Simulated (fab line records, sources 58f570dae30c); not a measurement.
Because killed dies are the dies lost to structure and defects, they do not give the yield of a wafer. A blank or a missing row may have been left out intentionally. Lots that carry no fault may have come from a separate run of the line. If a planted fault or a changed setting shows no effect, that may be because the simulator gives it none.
What tool caused it? || flow berkeleyCmos170 || 15 lots with 45 wafers sampled at 4 steps, on a route of 331 steps

== WHAT THE GAUGES SHOWED, per wafer ==
UCB170_ACTIVE_OVL_MEAS_14. Usual: for ACTIVE_OVL the level is -2 nm and the standard deviation is 4.7.
{"lot": "L558", "measured": "day 4 01:29", "on": "overlay-02", "ACTIVE_OVL (nm)": "3 -6 -6", "flag": ""}
{"lot": "L560", "measured": "day 5 00:28", "on": "overlay-02", "ACTIVE_OVL (nm)": "-2 -5 -6", "flag": ""}
{"lot": "L562", "measured": "day 5 08:14", "on": "overlay-02", "ACTIVE_OVL (nm)": "2 5 3", "flag": ""}
{"lot": "L561", "measured": "day 5 07:41", "on": "overlay-02", "ACTIVE_OVL (nm)": "9 1 -1", "flag": ""}
{"lot": "L564", "measured": "day 5 12:44", "on": "overlay-02", "ACTIVE_OVL (nm)": "-6 -9 -4", "flag": ""}
{"lot": "L565", "measured": "day 6 01:07", "on": "overlay-02", "ACTIVE_OVL (nm)": "-1 7 4", "flag": ""}
{"lot": "L568", "measured": "day 6 01:18", "on": "overlay-02", "ACTIVE_OVL (nm)": "2 8 0", "flag": ""}
{"lot": "L569", "measured": "day 6 11:46", "on": "overlay-02", "ACTIVE_OVL (nm)": "-7 5 -7", "flag": ""}
{"lot": "L567", "measured": "day 6 12:03", "on": "overlay-01", "ACTIVE_OVL (nm)": "-8 -5 -1", "flag": ""}
{"lot": "L573", "measured": "day 7 08:08", "on": "overlay-01", "ACTIVE_OVL (nm)": "0 3 -1", "flag": ""}
{"lot": "L575", "measured": "day 7 16:08", "on": "overlay-02", "ACTIVE_OVL (nm)": "1 -2 10", "flag": ""}
{"lot": "L576", "measured": "day 7 21:10", "on": "overlay-02", "ACTIVE_OVL (nm)": "4 -2 -2", "flag": ""}
{"lot": "L577", "measured": "day 7 21:04", "on": "overlay-01", "ACTIVE_OVL (nm)": "4 1 -3", "flag": ""}
{"lot": "L581", "measured": "day 8 16:00", "on": "overlay-01", "ACTIVE_OVL (nm)": "-1 -6 -3", "flag": ""}
{"lot": "L579", "measured": "day 8 15:55", "on": "overlay-02", "ACTIVE_OVL (nm)": "3 -4 -8", "flag": ""}

UCB170_V2_CD_MEAS_12: the cd target is 700 nm. Usual: cdNm at 700.1 nm, with a standard deviation of 1.3.
{"lot": "L558", "measured": "day 7 11:51", "on": "cdSem-01", "cdNm (nm)": "701.7 701.1 700.7", "flag": ""}
{"lot": "L560", "measured": "day 8 02:15", "on": "cdSem-02", "cdNm (nm)": "700.9 700.4 700.7", "flag": ""}
{"lot": "L562", "measured": "day 8 20:32", "on": "cdSem-01", "cdNm (nm)": "699.6 699.5 701.0", "flag": ""}
{"lot": "L561", "measured": "day 8 23:38", "on": "cdSem-01", "cdNm (nm)": "698.0 699.2 698.0", "flag": ""}
{"lot": "L564", "measured": "day 8 23:05", "on": "cdSem-02", "cdNm (nm)": "698.4 699.2 699.6", "flag": ""}
{"lot": "L565", "measured": "day 9 04:24", "on": "cdSem-02", "cdNm (nm)": "700.2 699.9 699.8", "flag": ""}
{"lot": "L568", "measured": "day 9 04:17", "on": "cdSem-02", "cdNm (nm)": "698.9 700.4 698.9", "flag": ""}
{"lot": "L569", "measured": "day 10 04:14", "on": "cdSem-01", "cdNm (nm)": "700.1 702.2 701.4", "flag": ""}
{"lot": "L567", "measured": "day 10 04:32", "on": "cdSem-01", "cdNm (nm)": "703.2 701.3 700.6", "flag": ""}
{"lot": "L573", "measured": "day 11 00:08", "on": "cdSem-01", "cdNm (nm)": "701.9 700.9 700.7", "flag": ""}
{"lot": "L575", "measured": "day 11 13:20", "on": "cdSem-01", "cdNm (nm)": "700.0 699.7 700.1", "flag": ""}
{"lot": "L576", "measured": "day 11 15:19", "on": "cdSem-01", "cdNm (nm)": "701.5 701.6 701.1", "flag": ""}
{"lot": "L577", "measured": "day 11 15:53", "on": "cdSem-02", "cdNm (nm)": "701.4 700.4 701.7", "flag": ""}
{"lot": "L581", "measured": "day 11 23:23", "on": "cdSem-01", "cdNm (nm)": "701.0 701.2 701.2", "flag": ""}
{"lot": "L579", "measured": "day 11 23:17", "on": "cdSem-02", "cdNm (nm)": "700.0 698.9 699.2", "flag": ""}

== TOOL THAT RAN EACH LOT (tool first, then ch and the chambers of the sampled wafers, then the start) ==
{"lot": "L558", "UCB170_PWELL_ETCH_14": "rieDiel-01 ch 0,1,3, day 3 01:10", "UCB170_M1_METAL_ETCH_12": "rieMetal-04 ch 0,1, day 6 21:34"}
{"lot": "L560", "UCB170_PWELL_ETCH_14": "rieDiel-04 ch 1,2, day 3 22:47", "UCB170_M1_METAL_ETCH_12": "rieMetal-01 ch 0,1, day 7 16:42"}
{"lot": "L562", "UCB170_PWELL_ETCH_14": "rieDiel-02 ch 0,2,3, day 4 00:41", "UCB170_M1_METAL_ETCH_12": "rieMetal-04 ch 0,1, day 8 06:56"}
{"lot": "L561", "UCB170_PWELL_ETCH_14": "rieDiel-04 ch 1,2,3, day 4 00:52", "UCB170_M1_METAL_ETCH_12": "rieMetal-01 ch 0,1, day 8 07:31"}
{"lot": "L564", "UCB170_PWELL_ETCH_14": "rieDiel-04 ch 0,3, day 4 11:05", "UCB170_M1_METAL_ETCH_12": "rieMetal-02 ch 0,1, day 8 07:12"}
{"lot": "L565", "UCB170_PWELL_ETCH_14": "rieDiel-04 ch 1,2,3, day 4 23:13", "UCB170_M1_METAL_ETCH_12": "rieMetal-04 ch 0,1, day 8 17:13"}
{"lot": "L568", "UCB170_PWELL_ETCH_14": "rieDiel-04 ch 1,2,3, day 5 04:16", "UCB170_M1_METAL_ETCH_12": "rieMetal-01 ch 0,1, day 8 16:30"}
{"lot": "L569", "UCB170_PWELL_ETCH_14": "rieDiel-02 ch 1,2,3, day 5 04:25", "UCB170_M1_METAL_ETCH_12": "rieMetal-04 ch 0, day 9 13:20"}
{"lot": "L567", "UCB170_PWELL_ETCH_14": "rieDiel-04 ch 0,1,3, day 5 04:33", "UCB170_M1_METAL_ETCH_12": "rieMetal-02 ch 0,1, day 9 12:56"}
{"lot": "L573", "UCB170_PWELL_ETCH_14": "rieDiel-02 ch 0,1,2, day 6 06:38", "UCB170_M1_METAL_ETCH_12": "rieMetal-02 ch 0,1, day 10 11:07"}
{"lot": "L575", "UCB170_PWELL_ETCH_14": "rieDiel-04 ch 1,2,3, day 6 11:13", "UCB170_M1_METAL_ETCH_12": "rieMetal-04 ch 1, day 10 23:37"}
{"lot": "L576", "UCB170_PWELL_ETCH_14": "rieDiel-01 ch 0,1, day 6 14:55", "UCB170_M1_METAL_ETCH_12": "rieMetal-02 ch 0,1, day 11 00:47"}
{"lot": "L577", "UCB170_PWELL_ETCH_14": "rieDiel-02 ch 0,1, day 6 15:38", "UCB170_M1_METAL_ETCH_12": "rieMetal-04 ch 1, day 11 01:16"}
{"lot": "L581", "UCB170_PWELL_ETCH_14": "rieDiel-02 ch 0,3, day 7 12:10", "UCB170_M1_METAL_ETCH_12": "rieMetal-01 ch 0, day 11 12:56"}
{"lot": "L579", "UCB170_PWELL_ETCH_14": "rieDiel-01 ch 1,3, day 7 12:20", "UCB170_M1_METAL_ETCH_12": "rieMetal-04 ch 1, day 11 10:36"}
- UCB170_PWELL_ETCH_14: etches Si3N4 in CH3F/Ar/O2, stops on SiO2, target depth 242 nm, time 151 s.
- UCB170_M1_METAL_ETCH_12: etches Al in Cl2/BCl3, stops on PSG, target depth 780 nm, time 130 s.

== WHAT THE TOOLS THEMSELVES READ (means of the sampled wafers that have a number; where no wafer has one, the mark that the record gives instead) ==
UCB170_PWELL_ETCH_14. Usual: drypumpMotorCurrentA 5.6 A, standard deviation 0.53; oesProductAu 0.943 a.u., standard deviation 0.0087; runLengthS 179.3 s, standard deviation 0.41; throttleValvePct 8.00 %, standard deviation 0.13.
{"lot": "L558", "tool": "rieDiel-01", "drypumpMotorCurrentA (A)": 5.3, "oesProductAu (a.u.)": 0.945, "runLengthS (s)": 179.4, "throttleValvePct (%)": 8.04, "flag": ""}
{"lot": "L560", "tool": "rieDiel-04", "drypumpMotorCurrentA (A)": 5.8, "oesProductAu (a.u.)": 0.935, "runLengthS (s)": 179.1, "throttleValvePct (%)": 7.89, "flag": ""}
{"lot": "L562", "tool": "rieDiel-02", "drypumpMotorCurrentA (A)": 5.8, "oesProductAu (a.u.)": 0.936, "runLengthS (s)": 179.5, "throttleValvePct (%)": 8.09, "flag": ""}
{"lot": "L561", "tool": "rieDiel-04", "drypumpMotorCurrentA (A)": 5.6, "oesProductAu (a.u.)": 0.933, "runLengthS (s)": 179.3, "throttleValvePct (%)": 7.93, "flag": ""}
{"lot": "L564", "tool": "rieDiel-04", "drypumpMotorCurrentA (A)": 5.3, "oesProductAu (a.u.)": 0.948, "runLengthS (s)": 179.4, "throttleValvePct (%)": 8.06, "flag": ""}
{"lot": "L565", "tool": "rieDiel-04", "drypumpMotorCurrentA (A)": 5.6, "oesProductAu (a.u.)": 0.941, "runLengthS (s)": 179.5, "throttleValvePct (%)": 7.94, "flag": ""}
{"lot": "L568", "tool": "rieDiel-04", "drypumpMotorCurrentA (A)": 5.5, "oesProductAu (a.u.)": 0.945, "runLengthS (s)": 179.2, "throttleValvePct (%)": 7.93, "flag": ""}
{"lot": "L569", "tool": "rieDiel-02", "drypumpMotorCurrentA (A)": 5.6, "oesProductAu (a.u.)": 0.947, "runLengthS (s)": 179.1, "throttleValvePct (%)": 7.99, "flag": ""}
{"lot": "L567", "tool": "rieDiel-04", "drypumpMotorCurrentA (A)": 5.4, "oesProductAu (a.u.)": 0.944, "runLengthS (s)": 179.2, "throttleValvePct (%)": 8.06, "flag": ""}
{"lot": "L573", "tool": "rieDiel-02", "drypumpMotorCurrentA (A)": 6.0, "oesProductAu (a.u.)": 0.950, "runLengthS (s)": 179.3, "throttleValvePct (%)": 8.00, "flag": ""}
{"lot": "L575", "tool": "rieDiel-04", "drypumpMotorCurrentA (A)": 5.5, "oesProductAu (a.u.)": 0.945, "runLengthS (s)": 179.3, "throttleValvePct (%)": 7.94, "flag": ""}
{"lot": "L576", "tool": "rieDiel-01", "drypumpMotorCurrentA (A)": 5.6, "oesProductAu (a.u.)": 0.950, "runLengthS (s)": 179.5, "throttleValvePct (%)": 7.96, "flag": ""}
{"lot": "L577", "tool": "rieDiel-02", "drypumpMotorCurrentA (A)": 5.6, "oesProductAu (a.u.)": 0.954, "runLengthS (s)": 179.4, "throttleValvePct (%)": 8.02, "flag": ""}
{"lot": "L581", "tool": "rieDiel-02", "drypumpMotorCurrentA (A)": 5.2, "oesProductAu (a.u.)": 0.942, "runLengthS (s)": 179.0, "throttleValvePct (%)": 8.11, "flag": ""}
{"lot": "L579", "tool": "rieDiel-01", "drypumpMotorCurrentA (A)": 5.5, "oesProductAu (a.u.)": 0.942, "runLengthS (s)": 179.0, "throttleValvePct (%)": 8.06, "flag": ""}

UCB170_M1_METAL_ETCH_12. Usual: drypumpMotorCurrentA 5.8 A, standard deviation 0.53; oesProductAu 0.850 a.u., standard deviation 0.012; runLengthS 158.1 s, standard deviation 0.4; throttleValvePct 24.36 %, standard deviation 0.25.
{"lot": "L558", "tool": "rieMetal-04", "drypumpMotorCurrentA (A)": 6.2, "oesProductAu (a.u.)": 0.839, "runLengthS (s)": 158.0, "throttleValvePct (%)": 24.35, "flag": ""}
{"lot": "L560", "tool": "rieMetal-01", "drypumpMotorCurrentA (A)": 5.9, "oesProductAu (a.u.)": 0.857, "runLengthS (s)": 157.7, "throttleValvePct (%)": 24.13, "flag": ""}
{"lot": "L562", "tool": "rieMetal-04", "drypumpMotorCurrentA (A)": 6.1, "oesProductAu (a.u.)": 0.843, "runLengthS (s)": 158.2, "throttleValvePct (%)": 24.51, "flag": ""}
{"lot": "L561", "tool": "rieMetal-01", "drypumpMotorCurrentA (A)": 5.5, "oesProductAu (a.u.)": 0.845, "runLengthS (s)": 158.3, "throttleValvePct (%)": 24.27, "flag": ""}
{"lot": "L564", "tool": "rieMetal-02", "drypumpMotorCurrentA (A)": 5.7, "oesProductAu (a.u.)": 0.845, "runLengthS (s)": 158.4, "throttleValvePct (%)": 24.38, "flag": ""}
{"lot": "L565", "tool": "rieMetal-04", "drypumpMotorCurrentA (A)": 6.1, "oesProductAu (a.u.)": 0.847, "runLengthS (s)": 158.2, "throttleValvePct (%)": 24.50, "flag": ""}
{"lot": "L568", "tool": "rieMetal-01", "drypumpMotorCurrentA (A)": 5.5, "oesProductAu (a.u.)": 0.854, "runLengthS (s)": 158.0, "throttleValvePct (%)": 24.27, "flag": ""}
{"lot": "L569", "tool": "rieMetal-04", "drypumpMotorCurrentA (A)": 6.3, "oesProductAu (a.u.)": 0.856, "runLengthS (s)": 157.8, "throttleValvePct (%)": 24.19, "flag": ""}
{"lot": "L567", "tool": "rieMetal-02", "drypumpMotorCurrentA (A)": 5.4, "oesProductAu (a.u.)": 0.856, "runLengthS (s)": 158.4, "throttleValvePct (%)": 24.22, "flag": ""}
{"lot": "L573", "tool": "rieMetal-02", "drypumpMotorCurrentA (A)": 5.7, "oesProductAu (a.u.)": 0.846, "runLengthS (s)": 158.6, "throttleValvePct (%)": 24.38, "flag": ""}
{"lot": "L575", "tool": "rieMetal-04", "drypumpMotorCurrentA (A)": 6.1, "oesProductAu (a.u.)": 0.926, "runLengthS (s)": 146.5, "throttleValvePct (%)": 24.61, "flag": "OFF"}
{"lot": "L576", "tool": "rieMetal-02", "drypumpMotorCurrentA (A)": 5.7, "oesProductAu (a.u.)": 0.844, "runLengthS (s)": 158.5, "throttleValvePct (%)": 24.38, "flag": ""}
{"lot": "L577", "tool": "rieMetal-04", "drypumpMotorCurrentA (A)": 6.0, "oesProductAu (a.u.)": 0.931, "runLengthS (s)": 146.7, "throttleValvePct (%)": 24.62, "flag": "OFF"}
{"lot": "L581", "tool": "rieMetal-01", "drypumpMotorCurrentA (A)": 5.2, "oesProductAu (a.u.)": 0.850, "runLengthS (s)": 158.2, "throttleValvePct (%)": 24.40, "flag": ""}
{"lot": "L579", "tool": "rieMetal-04", "drypumpMotorCurrentA (A)": 6.0, "oesProductAu (a.u.)": 0.929, "runLengthS (s)": 146.6, "throttleValvePct (%)": 24.62, "flag": "OFF"}

== THE ANSWER, worked out from the rows above alone ==
Rule: lot off if the mean of its wafers having a number is beyond 3 standard deviations from the usual mean. A lot without any number at a reading at which 4 lots or more have one is off too. Any other lot the step has rows for is counted as sound. The gauges are gone through in route order, then the tools' own readings, and for those a lot's mean is taken as printed above. The first step at which some lot is off is used, and at that step the reading that is off furthest; a lot without a number counts as furthest.
Off: L575, L577, L579, at UCB170_M1_METAL_ETCH_12 (runLengthS).
If a tool, at that step or one of the process steps before it, ran each lot that is off and ran no sound lot following the first of them, it fits. One fits: UCB170_M1_METAL_ETCH_12 on rieMetal-04. Its last sound lot is L569 (day 9 13:20), its first lot that is off L575 (day 10 23:37): a fault that began between those two fits.
The tool's own readings at UCB170_M1_METAL_ETCH_12 bear it out: on the lots that are off they differ by more than 5 times the standard deviation of the sound lots' means. oesProductAu reads 0.929 a.u. there against 0.849 a.u. on the sound lots; runLengthS reads 146.6 s there against 158.2 s on the sound lots.

== WHAT THE SIMULATOR HAD INSERTED ==
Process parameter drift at UCB170_M1_METAL_ETCH_12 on rieMetal-04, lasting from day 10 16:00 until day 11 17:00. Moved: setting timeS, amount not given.
Struck lots among those shown: L575, L577, L579. The rule above found the same.
